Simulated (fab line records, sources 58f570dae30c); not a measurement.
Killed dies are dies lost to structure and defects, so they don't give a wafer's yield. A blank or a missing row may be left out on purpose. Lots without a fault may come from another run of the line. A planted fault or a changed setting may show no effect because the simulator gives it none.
Which tool did it? | flow berkeley_cmos170 | 14 lots, 42 wafers sampled, at 1 step of a route of 331

WHAT THE GAUGES READ, wafer by wafer
The record holds no reading of a measuring or inspecting step that can be judged against a usual standard deviation.

WHICH TOOL RAN EACH LOT (tool, then ch and the chambers of the sampled wafers, then the start)
lot  | UCB170_M1_EXPOSE_06
L215 | krf_scanner-01 ch 0, day 7 05:59
L217 | krf_scanner-01 ch 0, day 7 21:20
L218 | krf_scanner-01 ch 0, day 7 21:35
L219 | krf_scanner-01 ch 0, day 7 23:32
L220 | krf_scanner-01 ch 0, day 8 16:26
L224 | krf_scanner-01, day 8 22:08
L223 | krf_scanner-02, day 8 22:29
L222 | krf_scanner-01 ch 0, day 9 01:00
L230 | krf_scanner-01 ch 0, day 10 03:47
L232 | krf_scanner-01 ch 0, day 10 11:54
L231 | krf_scanner-02 ch 0, day 10 12:29
L233 | krf_scanner-01 ch 0, day 11 01:23
L235 | krf_scanner-01 ch 0, day 11 02:22
L237 | krf_scanner-01 ch 0, day 11 17:32
- UCB170_M1_EXPOSE_06: exposes mask METAL1, target cd 700 nm.

WHAT THE TOOLS THEMSELVES READ (means of the sampled wafers that have a number; where no wafer has one, the mark that the record gives instead)
UCB170_M1_EXPOSE_06. Usual: exposure_dose_mJ_cm2 21.003, standard deviation 0.018; focus_offset_nm 0.0 nm, standard deviation 0.49; reticle_temp_C 22.99 C, standard deviation 0.092.
lot  | tool           | exposure_dose_mJ_cm2 | focus_offset_nm (nm) | reticle_temp_C (C) | flag
L215 | krf_scanner-01 | 20.991               | -0.5                 | 23.12              |
L217 | krf_scanner-01 | 20.997               | -0.3                 | 23.09              |
L218 | krf_scanner-01 | 21.006               | -0.3                 | 23.05              |
L219 | krf_scanner-01 | 21.009               | 0.8                  | 22.94              |
L220 | krf_scanner-01 | 21.003               | 0.2                  | 23.06              |
L224 | krf_scanner-01 | -                    | -                    | -                  | OFF
L223 | krf_scanner-02 | -                    | -                    | -                  | OFF
L222 | krf_scanner-01 | 20.989               | 0.0                  | 23.00              |
L230 | krf_scanner-01 | 21.000               | -0.2                 | 22.88              |
L232 | krf_scanner-01 | 20.985               | 0.2                  | 22.95              |
L231 | krf_scanner-02 | 20.995               | 0.3                  | 23.07              |
L233 | krf_scanner-01 | 21.023               | 0.3                  | 22.95              |
L235 | krf_scanner-01 | 21.031               | 0.2                  | 22.95              |
L237 | krf_scanner-01 | 21.019               | -0.0                 | 22.90              |

THE ANSWER, worked out from the rows above alone
Rule: a lot is off if the mean of its wafers that have a number lies more than 3 standard deviations from the usual mean. A lot without any number at a reading at which 4 lots or more have one is off too. The other lots that the step has rows for count as sound. The gauges are gone through in route order, then the tools' own readings, and for those a lot's mean is taken as printed above. The first step at which some lot is off is used, and at that step the reading that is off furthest; a lot without a number counts as furthest.
Off: L224, L223, at UCB170_M1_EXPOSE_06 (exposure_dose_mJ_cm2). Without a number there: L224, L223.
A tool fits if, at that step or a process step before it, it ran every lot that is off, and no sound lot after the first of them. None of those tried fits.

WHAT THE SIMULATOR HAD PUT IN
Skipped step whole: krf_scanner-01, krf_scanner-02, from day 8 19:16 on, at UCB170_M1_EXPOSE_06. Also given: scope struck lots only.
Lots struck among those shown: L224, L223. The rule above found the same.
